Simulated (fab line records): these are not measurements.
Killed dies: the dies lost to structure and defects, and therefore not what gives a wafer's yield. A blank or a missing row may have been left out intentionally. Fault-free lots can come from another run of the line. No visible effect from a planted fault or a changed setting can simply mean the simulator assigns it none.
Which of the tools did it? -- flow rit-cmos -- 13 lots with 39 wafers sampled at 6 steps, on a route of 202 steps

WHAT EACH GAUGE READ, for each wafer
RIT_PRETRO_OVL_MEAS_06.
lot,measured,on,PRETRO_OVL (nm)
L552,day 2 08:27,overlay-02,-0.5 0.6 -0.7
L553,day 2 13:07,overlay-01,1.4 2.0 2.2
L554,day 2 17:34,overlay-01,1.0 0.0 1.9
L555,day 2 22:05,overlay-02,0.8 -0.6 3.0
L556,day 3 03:57,overlay-01,1.6 3.5 0.6
L557,day 3 08:49,overlay-02,0.6 0.6 0.8
L558,day 3 12:56,overlay-02,-0.5 -0.6 -0.5
L560,day 3 22:35,overlay-02,-1.6 1.5 -0.6
L561,day 4 05:31,overlay-02,2.3 1.4 2.0
L562,day 4 08:45,overlay-02,0.3 -0.8 -0.2
L570,day 6 00:26,overlay-02,0.4 -1.2 -0.4
L574,day 6 21:13,overlay-02,0.3 -0.1 0.2
L575,day 7 01:41,overlay-01,0.9 4.7 2.2

RIT_GATE_THK_MEAS_09.
lot,measured,on,GATE_POLY_THK (nm)
L552,day 2 12:44,film-metro-01,252.1 251.7 251.4
L553,day 2 17:43,film-metro-02,252.1 249.6 250.1
L554,day 2 21:49,film-metro-01,250.1 248.3 249.5
L555,day 3 02:17,film-metro-03,248.9 247.6 247.4
L556,day 3 08:28,film-metro-01,252.2 251.0 253.2
L557,day 3 13:20,film-metro-02,252.9 253.4 251.1
L558,day 3 17:56,film-metro-03,253.1 252.4 253.5
L560,day 4 04:34,film-metro-03,252.7 254.1 254.0
L561,day 4 09:40,film-metro-03,80.0 79.4 81.6
L562,day 4 12:59,film-metro-02,79.3 81.2 82.0
L570,day 6 05:04,film-metro-02,254.3 253.1 253.2
L574,day 7 01:23,film-metro-02,254.4 253.7 250.2
L575,day 7 06:09,film-metro-02,248.9 251.5 251.7

RIT_PLDD_OVL_MEAS_06.
lot,measured,on,PLDD_OVL (nm)
L552,day 2 20:19,overlay-02,-0.8 -1.1 -1.0
L553,day 3 00:45,overlay-02,1.4 0.9 1.9
L554,day 3 05:02,overlay-02,0.0 -2.1 -1.7
L555,day 3 09:25,overlay-01,-1.3 1.2 -0.2
L556,day 3 15:57,overlay-02,0.7 -2.1 -0.5
L557,day 3 20:26,overlay-01,0.8 -2.1 0.7
L558,day 4 01:02,overlay-01,0.9 -1.1 -0.6
L560,day 4 11:41,overlay-02,-0.3 -1.3 -1.4
L561,day 4 16:44,overlay-01,-0.2 0.1 0.7
L562,day 4 22:16,overlay-02,-1.9 -1.8 -2.7
L570,day 6 12:22,overlay-01,0.5 -0.2 -0.3
L574,day 7 08:30,overlay-01,-0.5 -3.0 0.3
L575,day 7 14:04,overlay-01,0.2 -0.9 -0.2

WHICH TOOL RAN EACH LOT (tool, then ch and the chambers of the sampled wafers, then the start)
lot,RIT_PRETRO_STRIP_09,RIT_GATE_CVD_08,RIT_GATE_ETCH_19
L552,"plasma-asher-02 ch 0,1, day 2 09:00","lpcvd-01 ch 1, day 2 11:08","rie-si-01 ch 0,1,3, day 2 14:05"
L553,"plasma-asher-01 ch 0,1, day 2 13:32","lpcvd-01 ch 1, day 2 16:05","rie-si-02 ch 1,3, day 2 18:56"
L554,"plasma-asher-01 ch 0,1, day 2 18:01","lpcvd-02 ch 1, day 2 20:12","rie-si-01 ch 0,2, day 2 23:14"
L555,"plasma-asher-01 ch 0,1, day 2 22:31","lpcvd-01 ch 1, day 3 00:40","rie-si-02 ch 0,2,3, day 3 03:29"
L556,"plasma-asher-02 ch 0,1, day 3 04:23","lpcvd-01 ch 0, day 3 06:51","rie-si-01 ch 0,1,3, day 3 10:01"
L557,"plasma-asher-02 ch 0,1, day 3 09:35","lpcvd-02 ch 1, day 3 11:43","rie-si-02 ch 0,2,3, day 3 14:33"
L558,"plasma-asher-04 ch 0,1, day 3 13:22","lpcvd-02 ch 0, day 3 16:19","rie-si-01 ch 0,2, day 3 19:12"
L560,"plasma-asher-02 ch 0,1, day 3 23:01","lpcvd-01 ch 1, day 4 02:56","rie-si-01 ch 0,3, day 4 05:49"
L561,"plasma-asher-04 ch 0,1, day 4 05:56","lpcvd-02 ch 1, day 4 08:03","rie-si-02 ch 0,2, day 4 11:03"
L562,"plasma-asher-01 ch 0,1, day 4 09:11","lpcvd-02 ch 1, day 4 11:22","rie-si-01 ch 0,1,3, day 4 15:59"
L570,"plasma-asher-01 ch 0,1, day 6 00:52","lpcvd-01 ch 1, day 6 03:26","rie-si-01 ch 0,1,2, day 6 06:24"
L574,"plasma-asher-04 ch 1, day 6 21:39","lpcvd-01 ch 0, day 6 23:46","rie-si-01 ch 1,3, day 7 02:36"
L575,"plasma-asher-04 ch 0,1, day 7 02:07","lpcvd-01 ch 1, day 7 04:32","rie-si-02 ch 1,2,3, day 7 07:29"
- RIT_PRETRO_STRIP_09: strips in O2, time 180 s.
- RIT_GATE_CVD_08: deposits poly-Si from SiH4, target thk 250 nm, time 2220 s.
- RIT_GATE_ETCH_19: etches poly-Si in SF6/CHF3/O2, stops on SiO2, time 165 s, target depth 312.5 nm.

WHAT THE TOOLS THEMSELVES READ (means of the sampled wafers that have a number; where no wafer has one, the mark that the record gives instead)
RIT_PRETRO_STRIP_09.
lot,tool,drypump-motor-current-A (A)
L552,plasma-asher-02,5.7
L553,plasma-asher-01,5.7
L554,plasma-asher-01,5.7
L555,plasma-asher-01,6.0
L556,plasma-asher-02,5.7
L557,plasma-asher-02,5.9
L558,plasma-asher-04,5.4
L560,plasma-asher-02,5.7
L561,plasma-asher-04,5.4
L562,plasma-asher-01,5.8
L570,plasma-asher-01,5.7
L574,plasma-asher-04,5.3
L575,plasma-asher-04,5.3

RIT_GATE_CVD_08.
lot,tool,sih4-flow-sccm (sccm),spike-tc-centre-C (C),spike-tc-load-C (C),spike-tc-source-C (C),susceptor-temp-C (C),zone-power-load-pct (%)
L552,lpcvd-01,100.1,611.2,632,630.9,609.82,12.4
L553,lpcvd-01,99.9,612.1,632,631.4,610.40,12.3
L554,lpcvd-02,100.3,612.9,633,630.7,610.04,11.4
L555,lpcvd-01,100.3,612.9,632,631.0,610.08,12.3
L556,lpcvd-01,99.8,611.3,622,631.0,609.69,10.5
L557,lpcvd-02,100.3,612.0,633,629.4,610.03,11.6
L558,lpcvd-02,99.9,610.9,629,635.6,609.60,11.3
L560,lpcvd-01,99.9,613.2,632,630.8,610.23,12.3
L561,lpcvd-02,99.9,566.1,586,584.1,564.55,10.0
L562,lpcvd-02,100.3,566.7,587,584.8,564.52,9.9
L570,lpcvd-01,99.7,611.9,632,631.0,610.24,12.4
L574,lpcvd-01,100.0,612.0,621,631.8,610.07,10.6
L575,lpcvd-01,99.9,612.0,632,630.1,610.18,12.4

RIT_GATE_ETCH_19.
lot,tool,drypump-motor-current-A (A),oes-product-au (a.u.),throttle-valve-pct (%)
L552,rie-si-01,6.0,0.856,10.31
L553,rie-si-02,5.0,0.852,10.16
L554,rie-si-01,5.8,0.853,10.24
L555,rie-si-02,5.3,0.849,10.15
L556,rie-si-01,6.1,0.854,10.31
L557,rie-si-02,5.3,0.856,10.14
L558,rie-si-01,5.8,0.860,10.24
L560,rie-si-01,6.2,0.864,10.14
L561,rie-si-02,5.5,0.453,10.15
L562,rie-si-01,6.1,0.445,10.32
L570,rie-si-01,5.8,0.854,10.33
L574,rie-si-01,6.2,0.855,10.22
L575,rie-si-02,4.9,0.846,10.19

THE ANSWER, worked out from the rows above alone
Rule: usual is defined by the lots themselves. Put in order of their means at a reading, lots are off if they are a third of the lots or fewer, leave a main group of 4 or more, and stand apart from it by a gap of 3 or more times the standard deviation of the main group's means; of several such gaps the widest counts. A main group is skipped when, at the precision printed for the reading in the tables above, its means are all equal. Also off: a lot with no number at a reading for which 4 or more lots have one. Where the step has rows for the other lots, those lots are counted as sound. Order of review: gauges by route order, followed by the tools' own readings, for which a lot's mean as printed above is used. At the first step where some lot is off, the reading lying furthest off is the one used; lots without a number count as furthest.
Off: at RIT_GATE_THK_MEAS_09 (GATE_POLY_THK), L561, L562. Mean 251.6 nm and standard deviation 1.7 in the main group.
If a tool, at a process step before that reading, ran all the lots that are off and no sound lot after the first of them, it fits. The gauges at RIT_GATE_THK_MEAS_09 aren't tried: what is off there is off at RIT_GATE_CVD_08 too, on other tools, and a gauge's error can't cause that. One fits: lpcvd-02 at RIT_GATE_CVD_08. A fault onset in the window from L558 (day 3 16:19, its last sound lot) to L561 (day 4 08:03, its first lot off) fits.
The tool's own readings at RIT_GATE_CVD_08 bear it out: on the lots that are off they differ by more than 5 times the standard deviation of the sound lots' means. spike-tc-centre-C reads 566.4 C there against 612.0 C on the sound lots; spike-tc-load-C reads 586 C there against 630 C on the sound lots; spike-tc-source-C reads 584.5 C there against 631.2 C on the sound lots; susceptor-temp-C reads 564.53 C there against 610.03 C on the sound lots.

WHAT THE SIMULATOR HAD INSERTED
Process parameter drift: lpcvd-02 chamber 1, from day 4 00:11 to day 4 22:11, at RIT_GATE_CVD_08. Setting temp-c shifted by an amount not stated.
Struck lots among those shown: L561, L562. The rule above found the same.
